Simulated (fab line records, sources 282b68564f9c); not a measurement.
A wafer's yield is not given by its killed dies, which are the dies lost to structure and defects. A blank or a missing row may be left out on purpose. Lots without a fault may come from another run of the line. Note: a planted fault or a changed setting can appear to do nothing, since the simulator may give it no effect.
fab line records	flow ritCmos
record lots=12	wafers=36	lastDay=7
route steps=202 shown REOX@102 PLDD@123 PSD@148 M1@184
lots that met no fault: from a run of the same line without faults
startH: hours from the record's opening day to when the first of the lot's shown wafers began	waitH: how many hours have passed since the lot's step before this one	" unchanged from the row above	L1.1+2: a row that stands for several wafers	- no value present, or no start provided	* or withheld: withheld	< > ~ a bound
route shown NAME@n: NAME is a module with steps in the file, n the number in the route of the first one	usual: mean/standard deviation of fault-free wafers	same: alike in all rows	chamber/n: place in a boat	sites: readings site by site	_std_site: their standard deviation	_edge_site: the outer-site mean with the inner-site mean subtracted	radiusMm: for every site, how far away it sits from the centre of the wafer	mask NAME#n: copy n	behind: the last tool/chamber to shape the wafer	hold: reason for holding the lot/hours on hold/outcome of the hold	device: the n, p or np transistor that did not switch	end of line: the route-end tests of the same wafers	a step given without rows: its recipe and nothing more	killed: not the wafer's yield, but the dies lost to structure and defects at the first sort	map: per-die view of a wafer (x killed, . not killed, _ where there is no die)
set.NAME: setting as actually run; set.NAME@STEP: the setting as run at that earlier step	model.NAME: the simulator's own value behind a step, which no gauge read
one table for each step of the route and one row for each wafer, over a sample of lots
services: a tool's chamber out of use, with start hour (startH, from the record's first day; less than 0 if before it), hours out, and reason
## steps
# step RIT_REOX_THK_MEAS_04
# recipe reads=SiO2_of_REOX_OXIDATION_03
# usual REOX_OXIDE_THK=25.2/0.45
lot.wafer	tool	chamber	startH	waitH	REOX_OXIDE_THK[nm]
L315.3	filmMetro-01	-	60.60	0.0	25.5
L315.5	"	-	"	"	25.9
L315.6	"	-	"	"	25.5
L316.2	filmMetro-01	-	65.12	0.0	25.6
L316.5	"	-	"	"	25.6
L316.6	"	-	"	"	26.0
L318.2	filmMetro-01	-	72.77	0.0	26.4
L318.3	"	-	"	"	26.1
L318.6	"	-	"	"	26.0
L317.2	filmMetro-03	-	74.61	0.0	25.1
L317.3	"	-	"	"	25.0
L317.4	"	-	"	"	25.1
L319.3	filmMetro-01	-	78.49	0.0	24.2
L319.4	"	-	"	"	24.0
L319.5	"	-	"	"	24.2
L320.2	filmMetro-03	-	81.03	0.0	25.4
L320.4	"	-	"	"	25.5
L320.6	"	-	"	"	25.2
L323.1	filmMetro-03	-	101.33	0.0	25.0
L323.2	"	-	"	"	25.0
L323.6	"	-	"	"	24.5
L324.1	filmMetro-04	-	103.88	0.0	25.0
L324.2	"	-	"	"	25.4
L324.6	"	-	"	"	25.3
L327.3	filmMetro-03	-	116.16	0.0	24.9
L327.4	"	-	"	"	25.4
L327.6	"	-	"	"	24.7
L330.2	filmMetro-01	-	132.60	0.0	25.5
L330.3	"	-	"	"	24.9
L330.6	"	-	"	"	25.2
L332.1	filmMetro-03	-	141.93	0.0	25.4
L332.3	"	-	"	"	24.8
L332.6	"	-	"	"	25.3
L334.2	filmMetro-04	-	155.69	0.0	24.9
L334.4	"	-	"	"	24.7
L334.6	"	-	"	"	24.7
# step RIT_PLDD_STRIP_09
# recipe chemistry=O2	timeS=180	resist=NOVOLAK	platenTempC=withheld	powerW=500	pressureMtorr=4000	o2FlowSccm=4000
# usual drypumpMotorCurrentA=5.9/0.57
lot.wafer	tool	chamber	startH	waitH	drypumpMotorCurrentA	rfHoursCounterH
L315.3	plasmaAsher-03	0	64.01	0.1	6.5	-
L315.5	"	0	"	"	6.5	-
L315.6	"	1	"	"	5.6	-
L316.2	plasmaAsher-04	0	68.02	0.1	6.0	42
L316.5	"	1	"	"	5.4	-
L316.6	"	0	"	"	6.0	-
L318.2	plasmaAsher-03	1	75.68	0.1	5.6	41
L318.3	"	0	"	"	6.4	-
L318.6	"	0	"	"	6.4	-
L317.2	plasmaAsher-03	1	77.67	0.1	5.6	41
L317.3	"	0	"	"	6.4	-
L317.4	"	1	"	"	5.6	-
L319.3	plasmaAsher-03	0	81.48	0.1	6.4	-
L319.4	"	1	"	"	5.6	-
L319.5	"	0	"	"	6.5	-
L320.2	plasmaAsher-04	1	84.01	0.1	5.4	44
L320.4	"	0	"	"	6.0	-
L320.6	"	1	"	"	5.4	-
L323.1	plasmaAsher-03	0	104.14	0.1	6.5	44
L323.2	"	1	"	"	5.6	44
L323.6	"	1	"	"	5.6	-
L324.1	plasmaAsher-04	1	106.80	0.1	5.4	46
L324.2	"	0	"	"	6.0	46
L324.6	"	0	"	"	6.0	-
L327.3	plasmaAsher-03	0	118.99	0.1	6.4	-
L327.4	"	1	"	"	5.6	-
L327.6	"	0	"	"	6.5	-
L330.2	plasmaAsher-01	0	135.51	0.1	6.6	50
L330.3	"	0	"	"	6.6	-
L330.6	"	0	"	"	6.6	-
L332.1	plasmaAsher-01	1	144.72	0.1	5.1	51
L332.3	"	0	"	"	6.6	-
L332.6	"	1	"	"	5.1	-
L334.2	plasmaAsher-03	0	158.69	0.1	6.5	51
L334.4	"	0	"	"	6.4	-
L334.6	"	1	"	"	5.6	-
# step RIT_PSD_OVL_MEAS_06
# usual PSD_OVL=0.3/1.7
lot.wafer	tool	chamber	startH	waitH	PSD_OVL[nm]
L315.3	overlay-01	-	69.25	-	0.7
L315.5	"	-	"	"	0.9
L315.6	"	-	"	"	-0.3
L316.2	overlay-01	-	73.24	-	0.1
L316.5	"	-	"	"	0.0
L316.6	"	-	"	"	-1.8
L318.2	overlay-02	-	81.29	-	0.9
L318.3	"	-	"	"	0.7
L318.6	"	-	"	"	1.7
L317.2	overlay-02	-	83.22	-	-1.8
L317.3	"	-	"	"	-3.9
L317.4	"	-	"	"	1.0
L319.3	overlay-01	-	86.76	-	2.9
L319.4	"	-	"	"	0.7
L319.5	"	-	"	"	2.8
L320.2	overlay-01	-	90.10	-	-0.6
L320.4	"	-	"	"	-2.6
L320.6	"	-	"	"	0.2
L323.1	overlay-02	-	109.31	-	0.1
L323.2	"	-	"	"	1.8
L323.6	"	-	"	"	0.5
L324.1	overlay-02	-	112.23	-	3.0
L324.2	"	-	"	"	2.8
L324.6	"	-	"	"	3.3
L327.3	overlay-01	-	124.09	-	1.6
L327.4	"	-	"	"	-1.5
L327.6	"	-	"	"	1.5
L330.2	overlay-02	-	140.54	-	-0.6
L330.3	"	-	"	"	-1.1
L330.6	"	-	"	"	1.4
L332.1	overlay-01	-	150.10	-	0.5
L332.3	"	-	"	"	-0.6
L332.6	"	-	"	"	1.9
L334.2	overlay-01	-	164.01	-	-1.4
L334.4	"	-	"	"	-1.5
L334.6	"	-	"	"	-0.5
# step RIT_M1_SPUTTER_00
# recipe material=Al	targetThkNm=400	powerW=2000	chamberPressurePa=0.4	gas=Ar	timeS=500	substrateTempC=25
# usual throttleValvePct=30.0/0.75
lot.wafer	tool	chamber	startH	waitH	throttleValvePct
L315.3	pvdSputter-03	-	73.55	0.0	29.4
L315.5	"	-	"	"	29.5
L315.6	"	-	"	"	29.2
L316.2	pvdSputter-03	-	77.66	0.0	29.4
L316.5	"	-	"	"	29.5
L316.6	"	-	"	"	29.6
L318.2	pvdSputter-04	-	86.18	0.0	30.5
L318.3	"	-	"	"	31.1
L318.6	"	-	"	"	31.1
L317.2	pvdSputter-03	-	88.08	0.0	29.7
L317.3	"	-	"	"	29.4
L317.4	"	-	"	"	29.3
L319.3	pvdSputter-04	-	91.66	0.0	29.7
L319.4	"	-	"	"	31.0
L319.5	"	-	"	"	30.3
L320.2	pvdSputter-03	-	94.69	0.0	29.2
L320.4	"	-	"	"	29.6
L320.6	"	-	"	"	29.5
L323.1	pvdSputter-03	-	113.95	0.0	29.4
L323.2	"	-	"	"	29.4
L323.6	"	-	"	"	29.5
L324.1	pvdSputter-03	-	117.27	0.0	29.4
L324.2	"	-	"	"	29.7
L324.6	"	-	"	"	29.9
L327.3	pvdSputter-03	-	128.50	0.0	29.6
L327.4	"	-	"	"	29.5
L327.6	"	-	"	"	29.3
L330.2	pvdSputter-02	-	144.95	0.0	31.2
L330.3	"	-	"	"	31.8
L330.6	"	-	"	"	31.8
L332.1	pvdSputter-02	-	154.77	0.0	29.7
L332.3	"	-	"	"	31.7
L332.6	"	-	"	"	29.8
L334.2	pvdSputter-04	-	168.48	0.0	30.8
L334.4	"	-	"	"	30.6
L334.6	"	-	"	"	31.0
# step RIT_M1_RS_MEAS_01
# recipe thkMeasGauge=four-point-probe	reads=Al_of_M1_SPUTTER_00
# usual M1_AL_RS=0.0730/0.00067
lot.wafer	tool	chamber	startH	waitH	hold	M1_AL_RS[ohm/sq]
L315.3	filmMetro-02	-	73.88	0.2	-	0.0732
L315.5	"	-	"	"	-	0.0722
L315.6	"	-	"	"	-	0.0716
L316.2	filmMetro-04	-	77.98	0.2	-	0.0724
L316.5	"	-	"	"	-	0.0730
L316.6	"	-	"	"	-	0.0732
L318.2	filmMetro-01	-	86.49	0.2	-	0.0727
L318.3	"	-	"	"	-	0.0735
L318.6	"	-	"	"	-	0.0727
L317.2	filmMetro-01	-	88.39	0.2	-	0.0746
L317.3	"	-	"	"	-	0.0739
L317.4	"	-	"	"	-	0.0751
L319.3	filmMetro-01	-	92.00	0.2	-	0.0733
L319.4	"	-	"	"	-	0.0733
L319.5	"	-	"	"	-	0.0727
L320.2	filmMetro-04	-	95.00	0.2	-	0.0729
L320.4	"	-	"	"	-	0.0730
L320.6	"	-	"	"	-	0.0725
L323.1	filmMetro-02	-	114.25	0.1	-	0.0734
L323.2	"	-	"	"	-	0.0730
L323.6	"	-	"	"	-	0.0729
L324.1	filmMetro-02	-	117.57	0.1	awaitDispo/0.2h/release	0.0791
L324.2	"	-	"	"	awaitDispo/0.2h/release	0.0795
L324.6	"	-	"	"	awaitDispo/0.2h/release	0.0803
L324.1	filmMetro-02	-	117.85	0.3	-	0.0795
L324.2	"	-	"	"	-	0.0799
L324.6	"	-	"	"	-	0.0803
L327.3	filmMetro-04	-	128.83	0.2	awaitDispo/0.2h/release	0.0789
L327.4	"	-	"	"	awaitDispo/0.2h/release	0.0788
L327.6	"	-	"	"	awaitDispo/0.2h/release	0.0793
L327.3	filmMetro-04	-	129.12	0.3	-	0.0789
L327.4	"	-	"	"	-	0.0788
L327.6	"	-	"	"	-	0.0793
L330.2	filmMetro-02	-	145.26	0.2	-	0.0738
L330.3	"	-	"	"	-	0.0731
L330.6	"	-	"	"	-	0.0726
L332.1	filmMetro-01	-	155.06	0.1	-	0.0725
L332.3	"	-	"	"	-	0.0730
L332.6	"	-	"	"	-	0.0735
L334.2	filmMetro-04	-	168.80	0.2	-	0.0717
L334.4	"	-	"	"	-	0.0715
L334.6	"	-	"	"	-	0.0715
# step RIT_M1_THK_MEAS_02
# recipe thkMeasGauge=xrf	reads=Al_of_M1_SPUTTER_00
# usual M1_AL_THK=405/3.8
lot.wafer	tool	chamber	startH	waitH	hold	M1_AL_THK[nm]
L315.3	filmMetro-02	-	73.98	0.1	-	402
L315.5	"	-	"	"	-	410
L315.6	"	-	"	"	-	412
L316.2	filmMetro-04	-	78.09	0.1	-	405
L316.5	"	-	"	"	-	402
L316.6	"	-	"	"	-	404
L318.2	filmMetro-01	-	86.60	0.1	-	411
L318.3	"	-	"	"	-	406
L318.6	"	-	"	"	-	410
L317.2	filmMetro-01	-	88.50	0.1	-	399
L317.3	"	-	"	"	-	401
L317.4	"	-	"	"	-	397
L319.3	filmMetro-01	-	92.10	0.1	-	406
L319.4	"	-	"	"	-	409
L319.5	"	-	"	"	-	412
L320.2	filmMetro-04	-	95.11	0.1	-	404
L320.4	"	-	"	"	-	403
L320.6	"	-	"	"	-	406
L323.1	filmMetro-02	-	114.37	0.1	-	403
L323.2	"	-	"	"	-	403
L323.6	"	-	"	"	-	403
L324.1	filmMetro-02	-	119.09	1.2	awaitDispo/0.2h/release	372
L324.2	"	-	"	"	awaitDispo/0.2h/release	371
L324.6	"	-	"	"	awaitDispo/0.2h/release	370
L324.1	filmMetro-02	-	119.31	0.2	-	373
L324.2	"	-	"	"	-	371
L324.6	"	-	"	"	-	367
L327.3	filmMetro-04	-	133.06	3.9	awaitDispo/0.2h/release	373
L327.4	"	-	"	"	awaitDispo/0.2h/release	376
L327.6	"	-	"	"	awaitDispo/0.2h/release	374
L327.3	filmMetro-04	-	133.29	0.2	-	376
L327.4	"	-	"	"	-	376
L327.6	"	-	"	"	-	373
L330.2	filmMetro-02	-	145.37	0.1	-	402
L330.3	"	-	"	"	-	406
L330.6	"	-	"	"	-	409
L332.1	filmMetro-01	-	155.18	0.1	-	411
L332.3	"	-	"	"	-	404
L332.6	"	-	"	"	-	402
L334.2	filmMetro-04	-	168.91	0.1	-	413
L334.4	"	-	"	"	-	412
L334.6	"	-	"	"	-	414
# step RIT_M1_METAL_ETCH_12
# recipe stopOn=SiO2	chemistry=Cl2/BCl3	target=Al	timeS=165	overEtchFrac=0.5	pressureMtorr=100	targetDepthA=6000	rfW=250	Cl2_flow_sccm=60	bcl3FlowSccm=50
# usual bcl3FlowSccm=49.98/0.15	drypumpMotorCurrentA=5.83/0.28	oesProductAu=0.782/0.01	throttleValvePct=8.14/0.13
lot.wafer	tool	chamber	startH	waitH	bcl3FlowSccm	drypumpMotorCurrentA	oesProductAu	rfHoursCounterH	throttleValvePct
L315.3	rieMetal-03	1	75.87	0.2	49.93	5.57	0.787	-	8.02
L315.5	"	0	"	"	49.89	5.67	0.801	-	8.25
L315.6	"	1	"	"	50.12	5.55	0.807	-	8.04
L316.2	rieMetal-02	1	79.42	0.2	49.89	5.55	0.787	3	8.13
L316.5	"	1	"	"	49.82	5.56	0.776	-	8.14
L316.6	"	0	"	"	49.89	6.41	0.767	-	8.18
L318.2	rieMetal-03	1	88.06	0.2	50.25	5.56	0.792	33	8.01
L318.3	"	0	"	"	49.93	5.65	0.793	-	8.24
L318.6	"	1	"	"	50.22	5.58	0.791	-	8.02
L317.2	rieMetal-04	1	89.91	0.2	49.90	5.97	0.784	1	8.32
L317.3	"	0	"	"	49.80	5.78	0.758	-	7.94
L317.4	"	1	"	"	50.02	5.96	0.778	-	8.34
L319.3	rieMetal-02	0	93.74	0.2	49.71	6.36	0.785	-	8.19
L319.4	"	1	"	"	49.95	5.55	0.779	-	8.13
L319.5	"	1	"	"	49.90	5.53	0.780	-	8.13
L320.2	rieMetal-03	0	96.45	0.2	50.01	5.69	0.796	37	8.24
L320.4	"	0	"	"	50.20	5.68	0.785	-	8.24
L320.6	"	0	"	"	50.05	5.68	0.791	-	8.23
L323.1	rieMetal-03	1	115.92	0.2	49.93	5.58	0.790	33	8.02
L323.2	"	0	"	"	50.22	5.69	0.787	38	8.25
L323.6	"	0	"	"	50.12	5.68	0.786	-	8.22
L324.1	rieMetal-04	1	122.62	0.2	49.89	5.95	0.753	1	8.34
L324.2	"	0	"	"	50.07	5.78	0.742	1	7.93
L324.6	"	1	"	"	49.97	5.97	0.752	-	8.32
L327.3	rieMetal-03	0	138.09	0.2	50.07	5.69	0.759	-	8.23
L327.4	"	1	"	"	50.15	5.57	0.756	-	8.02
L327.6	"	1	"	"	50.02	5.58	0.753	-	8.04
L330.2	rieMetal-02	0	146.92	0.2	49.90	6.36	0.784	3	8.18
L330.3	"	1	"	"	50.21	5.54	0.777	-	8.14
L330.6	"	0	"	"	49.85	6.34	0.789	-	8.18
L332.1	rieMetal-03	0	156.53	0.2	50.02	5.68	0.800	0	8.23
L332.3	"	1	"	"	49.87	5.59	0.778	-	8.04
L332.6	"	0	"	"	50.10	5.68	0.794	-	8.25
L334.2	rieMetal-04	0	170.37	0.2	49.86	5.79	0.781	2	7.96
L334.4	"	0	"	"	50.10	5.79	0.782	-	7.94
L334.6	"	0	"	"	49.87	5.78	0.776	-	7.93
# step RIT_M1_PROBE_99
# usual defectLimitedYield=97.1/1.3	killed_at_M0_to_M3=0.0/0.12	killedAtContacts=0.1/0.25	killedAtFrontEnd=8/3.3	killedDies=8/3.3	killedOpen=3.9/2.1	killedShort=3.8/2.2	sort_bin_3_pad_short=0.1/0.23	sort_bin_5_function=1.7/0.93	sort_bin_6_memory=1.0/0.68	sortNPass=256/3.3	sortYieldPct=97.1/1.3
# same grossDies=264	killed_at_M4_up=0	killedAtBackSide=0	killedAtOther=0
lot.wafer	tool	chamber	startH	waitH	hold	defectLimitedYield[%]	killed_at_M0_to_M3	killedAtContacts	killedAtFrontEnd	killedDies	killedOpen	killedShort	sort_bin_3_pad_short[%]	sort_bin_5_function[%]	sort_bin_6_memory[%]	sortNPass	sortYieldPct[%]
L315.3	prober-01	-	79.56	0.2	-	97.7	0	0	6	6	3	3	0	1.1	1.1	258	97.7
L315.5	prober-01	-	79.66	0.2	-	98.5	0	0	4	4	0	4	0.8	0.8	0	260	98.5
L315.6	prober-01	-	79.71	0.2	-	97.7	0	0	6	6	3	3	0	1.1	1.1	258	97.7
L316.2	prober-02	-	81.73	0.1	-	96.6	0	0	9	9	5	4	0.4	2.3	0.8	255	96.6
L316.5	prober-02	-	81.88	0.2	-	95.1	0	0	13	13	7	6	0.4	2.7	1.9	251	95.1
L316.6	prober-02	-	81.93	0.2	-	93.6	0	0	17	17	7	10	1.1	3.4	1.9	247	93.6
L318.2	prober-01	-	91.97	0.1	-	94.7	0	0	14	14	5	9	0.4	3.4	1.5	250	94.7
L318.3	prober-01	-	92.02	0.2	-	94.7	0	0	14	14	7	7	0.4	2.7	2.3	250	94.7
L318.6	prober-01	-	92.17	0.2	-	95.8	0	1	10	11	7	4	0	2.3	1.9	253	95.8
L317.2	prober-02	-	92.59	0.1	-	98.9	0	0	3	3	2	1	0.4	0.4	0.4	261	98.9
L317.3	prober-02	-	92.64	0.2	-	96.6	0	0	9	9	7	2	0	1.5	1.9	255	96.6
L317.4	prober-02	-	92.69	0.2	-	98.1	0	0	5	5	2	3	0.4	1.5	0	259	98.1
L319.3	prober-01	-	96.04	0.2	-	97.7	0	0	6	6	5	1	0	1.5	0.8	258	97.7
L319.4	prober-01	-	96.09	0.2	-	98.9	0	0	3	3	2	1	0	0.4	0.8	261	98.9
L319.5	prober-01	-	96.14	0.2	-	98.1	0	0	5	5	5	0	0	1.5	0.4	259	98.1
L320.2	prober-02	-	98.75	0.1	-	97.0	0	0	8	8	3	5	0	1.9	1.1	256	97.0
L320.4	prober-02	-	98.85	0.2	-	98.9	0	0	3	3	1	2	0	0.8	0.4	261	98.9
L320.6	prober-02	-	98.95	0.2	-	95.8	0	0	11	11	7	4	0	2.3	1.9	253	95.8
L323.1	prober-01	-	118.67	0.1	-	96.6	0	0	9	9	6	3	0	1.1	2.3	255	96.6
L323.2	prober-01	-	118.72	0.1	-	97.0	0	0	8	8	2	6	0	2.3	0.8	256	97.0
L323.6	prober-01	-	118.92	0.2	-	95.5	0	0	12	12	4	8	0	2.7	1.9	252	95.5
L324.1	prober-02	-	127.04	2.0	awaitDispo/1.9h/release	97.3	0	0	7	7	3	4	0	1.5	1.1	257	97.3
L324.2	prober-02	-	127.09	2.0	awaitDispo/1.9h/release	98.5	0	0	4	4	2	2	0.4	0.4	0.8	260	98.5
L324.6	prober-02	-	127.29	2.1	awaitDispo/1.9h/release	96.6	0	0	9	9	3	6	0.8	1.5	1.1	255	96.6
L327.3	prober-01	-	144.20	3.7	awaitDispo/3.5h/release	97.0	0	1	7	8	3	5	0.4	1.1	1.5	256	97.0
L327.4	prober-01	-	144.25	3.7	awaitDispo/3.5h/release	98.1	0	0	5	5	1	4	0	1.1	0.8	259	98.1
L327.6	prober-01	-	144.35	3.8	awaitDispo/3.5h/release	96.6	0	0	9	9	4	5	0.4	2.7	0.4	255	96.6
L330.2	prober-02	-	149.39	0.1	-	97.3	0	0	7	7	4	3	0	1.9	0.8	257	97.3
L330.3	prober-02	-	149.44	0.2	-	98.5	1	0	3	4	2	2	0	0.8	0.8	260	98.5
L330.6	prober-02	-	149.59	0.2	-	94.7	0	1	13	14	8	6	0	3.8	1.5	250	94.7
L332.1	prober-02	-	158.80	0.1	-	97.7	0	0	6	6	6	0	0	2.3	0	258	97.7
L332.3	prober-02	-	158.90	0.2	-	95.1	0	0	13	13	4	9	0.4	3.4	1.1	251	95.1
L332.6	prober-02	-	159.05	0.2	-	98.9	0	0	3	3	3	0	0	1.1	0	261	98.9
L334.2	prober-02	-	173.79	0.1	-	96.2	0	0	10	10	3	6	0	2.7	1.1	254	96.2
L334.4	prober-02	-	173.89	0.2	-	95.8	0	0	11	11	5	6	0	1.1	3.0	253	95.8
L334.6	prober-02	-	173.99	0.2	-	96.2	0	0	10	10	4	6	0	2.3	1.5	254	96.2
# killed by level:class
L315.3 SPACER:geometricParticle:short=2 GATE:geometricParticle:open=1 GATE:geometricParticle:short=1 REOX:geometricParticle:open=1 SILICIDE:geometricParticle:open=1
L315.5 SPACER:geometricParticle:short=2 GATE:geometricParticle:short=1 SILICIDE:geometricParticle:short=1
L315.6 GATE:geometricParticle:open=2 REOX:geometricParticle:short=2 REOX:geometricParticle:open=1 SILICIDE:geometricParticle:short=1
L316.2 GATE:geometricParticle:open=3 GATE:geometricParticle:short=2 FOX2:geometricParticle:short=1 FOX2:geometricParticle:open=1 SPACER:geometricParticle:short=1 SILICIDE:geometricParticle:open=1
L316.5 GATE:geometricParticle:short=4 GATE:geometricParticle:open=3 SPACER:geometricParticle:open=3 FOX1:geometricParticle:open=1 FOX1:geometricParticle:short=1 SILICIDE:geometricParticle:short=1
L316.6 GATE:geometricParticle:short=5 FOX1:geometricParticle:short=3 GATE:geometricParticle:open=3 SPACER:geometricParticle:open=3 SILICIDE:geometricParticle:short=2 SILICIDE:geometricParticle:open=1
L318.2 GATE:geometricParticle:short=5 GATE:geometricParticle:open=3 FOX1:geometricParticle:short=2 REOX:geometricParticle:open=2 REOX:geometricParticle:short=1 SPACER:geometricParticle:short=1
L318.3 GATE:geometricParticle:open=3 REOX:geometricParticle:open=3 FOX1:geometricParticle:short=2 REOX:geometricParticle:short=2 ACTIVE:geometricParticle:short=1 FOX1:geometricParticle:open=1 GATE:geometricParticle:short=1 SILICIDE:geometricParticle:short=1
L318.6 SILICIDE:geometricParticle:open=3 FOX1:geometricParticle:short=2 FOX1:geometricParticle:open=2 GATE:geometricParticle:open=2 REOX:geometricParticle:short=1 CONTACT:geometricParticle:short=1
L317.2 FOX1:geometricParticle:open=1 REOX:geometricParticle:short=1 SPACER:geometricParticle:open=1
L317.3 GATE:geometricParticle:open=5 SILICIDE:geometricParticle:short=2 SILICIDE:geometricParticle:open=2
L317.4 SPACER:geometricParticle:short=2 GATE:geometricParticle:short=1 GATE:geometricParticle:open=1 SILICIDE:geometricParticle:open=1
L319.3 GATE:geometricParticle:open=2 FOX1:geometricParticle:short=1 FOX1:geometricParticle:open=1 REOX:geometricParticle:open=1 SPACER:geometricParticle:open=1
L319.4 GATE:geometricParticle:open=1 SPACER:geometricParticle:short=1 SPACER:geometricParticle:open=1
L319.5 GATE:geometricParticle:open=2 FOX2:geometricParticle:open=1 REOX:geometricParticle:open=1 SILICIDE:geometricParticle:open=1
L320.2 SPACER:geometricParticle:short=2 FOX1:geometricParticle:short=1 FOX1:geometricParticle:open=1 FOX2:geometricParticle:open=1 GATE:geometricParticle:open=1 GATE:geometricParticle:short=1 REOX:geometricParticle:short=1
L320.4 FOX1:geometricParticle:short=1 GATE:geometricParticle:short=1 SPACER:geometricParticle:open=1
L320.6 FOX1:geometricParticle:open=3 GATE:geometricParticle:open=2 REOX:geometricParticle:open=2 FOX1:geometricParticle:short=1 GATE:geometricParticle:short=1 REOX:geometricParticle:short=1 SPACER:geometricParticle:short=1
L323.1 FOX2:geometricParticle:short=2 GATE:geometricParticle:open=2 SPACER:geometricParticle:open=2 SILICIDE:geometricParticle:open=2 GATE:geometricParticle:short=1
L323.2 SILICIDE:geometricParticle:short=3 GATE:geometricParticle:short=2 FOX2:geometricParticle:short=1 GATE:geometricParticle:open=1 SILICIDE:geometricParticle:open=1
L323.6 GATE:geometricParticle:short=5 SPACER:geometricParticle:open=4 REOX:geometricParticle:short=1 SPACER:geometricParticle:short=1 SILICIDE:geometricParticle:short=1
L324.1 GATE:geometricParticle:open=2 SILICIDE:geometricParticle:short=2 GATE:geometricParticle:short=1 SPACER:geometricParticle:open=1 SPACER:geometricParticle:short=1
L324.2 REOX:geometricParticle:short=2 FOX2:geometricParticle:open=1 REOX:geometricParticle:open=1
L324.6 FOX2:geometricParticle:short=4 SILICIDE:geometricParticle:open=2 FOX1:geometricParticle:open=1 GATE:geometricParticle:short=1 SILICIDE:geometricParticle:short=1
L327.3 REOX:geometricParticle:short=2 FOX1:geometricParticle:short=1 REOX:geometricParticle:open=1 SPACER:geometricParticle:open=1 SPACER:geometricParticle:short=1 SILICIDE:geometricParticle:short=1 CONTACT:geometricParticle:open=1
L327.4 SPACER:geometricParticle:short=2 SILICIDE:geometricParticle:short=2 SILICIDE:geometricParticle:open=1
L327.6 REOX:geometricParticle:open=2 SPACER:geometricParticle:short=2 FOX1:geometricParticle:open=1 FOX1:geometricParticle:short=1 FOX2:geometricParticle:short=1 SPACER:geometricParticle:open=1 SILICIDE:geometricParticle:short=1
L330.2 SPACER:geometricParticle:open=3 GATE:geometricParticle:short=1 GATE:geometricParticle:open=1 REOX:geometricParticle:short=1 SPACER:geometricParticle:short=1
L330.3 GATE:geometricParticle:short=1 SPACER:geometricParticle:short=1 SILICIDE:geometricParticle:open=1 M1:geometricParticle:open=1
L330.6 GATE:geometricParticle:open=4 FOX1:geometricParticle:open=2 FOX1:geometricParticle:short=1 FOX2:geometricParticle:short=1 GATE:geometricParticle:short=1 REOX:geometricParticle:short=1 SPACER:geometricParticle:open=1 SPACER:geometricParticle:short=1
L332.1 GATE:geometricParticle:open=4 REOX:geometricParticle:open=1 SPACER:geometricParticle:open=1
L332.3 GATE:geometricParticle:short=5 GATE:geometricParticle:open=2 SILICIDE:geometricParticle:short=2 FOX1:geometricParticle:short=1 FOX2:geometricParticle:open=1 SPACER:geometricParticle:short=1 SILICIDE:geometricParticle:open=1
L332.6 GATE:geometricParticle:open=2 REOX:geometricParticle:open=1
L334.2 GATE:geometricParticle:short=4 REOX:geometricParticle:short=2 GATE:geometricParticle:open=1 REOX:geometricParticle:open=1 SPACER:geometricParticle:open=1 PWELL:coatMicrobubblePrinted=1
L334.4 GATE:geometricParticle:short=3 FOX1:geometricParticle:open=2 FOX2:geometricParticle:short=2 FOX1:geometricParticle:short=1 FOX2:geometricParticle:open=1 GATE:geometricParticle:open=1 SILICIDE:geometricParticle:open=1
L334.6 GATE:geometricParticle:short=2 GATE:geometricParticle:open=2 SILICIDE:geometricParticle:short=2 FOX1:geometricParticle:open=1 FOX2:geometricParticle:short=1 SPACER:geometricParticle:short=1 SILICIDE:geometricParticle:open=1
## services
tool	chamber	startH	hours	kind
rieMetal-03	-	89.51	1.4	pm
rieMetal-02	0	91.56	1.2	repair
plasmaAsher-03	-	99.70	4.1	repair
pvdSputter-03	-	102.09	3.1	repair
plasmaAsher-04	-	108.75	9.0	pm
plasmaAsher-04	0	108.75	9.0	ventCycle
plasmaAsher-04	1	108.75	9.0	ventCycle
plasmaAsher-01	-	112.34	9.9	pm
plasmaAsher-04	0	117.75	-	clean
plasmaAsher-04	1	117.75	-	clean
rieMetal-03	-	127.16	1.6	repair
rieMetal-03	0	156.12	-	clean
rieMetal-03	1	156.12	-	clean
pvdSputter-03	-	164.24	3.5	repair
plasmaAsher-04	-	169.56	1.6	repair
## key
firstSign step=RIT_M1_RS_MEAS_01	reading=visit	direction=added
effect step=RIT_M1_RS_MEAS_01	reading=M1_AL_RS	direction=up	sigmas=9.3	usual=0.0730	struck=0.0793
effect step=RIT_M1_THK_MEAS_02	reading=visit	direction=added
effect step=RIT_M1_THK_MEAS_02	reading=M1_AL_THK	direction=down	sigmas=8.7	usual=405	struck=373
effect step=RIT_M1_METAL_ETCH_12	reading=oesProductAu	direction=down	sigmas=2.8	usual=0.782	struck=0.753
metAt RIT_M1_SPUTTER_00
struckLots L324,L327
notActingAt RIT_REOX_THK_MEAS_04,RIT_PLDD_STRIP_09,RIT_PSD_OVL_MEAS_06
onsetBetween 113.95 117.27
fault kind=processParameterDrift	tool=pvdSputter-03	chamber=-	onsetH=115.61	steps=RIT_M1_SPUTTER_00	channel=targetThkNm	offset=-29.022	shape=step	endH=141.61	stated=400
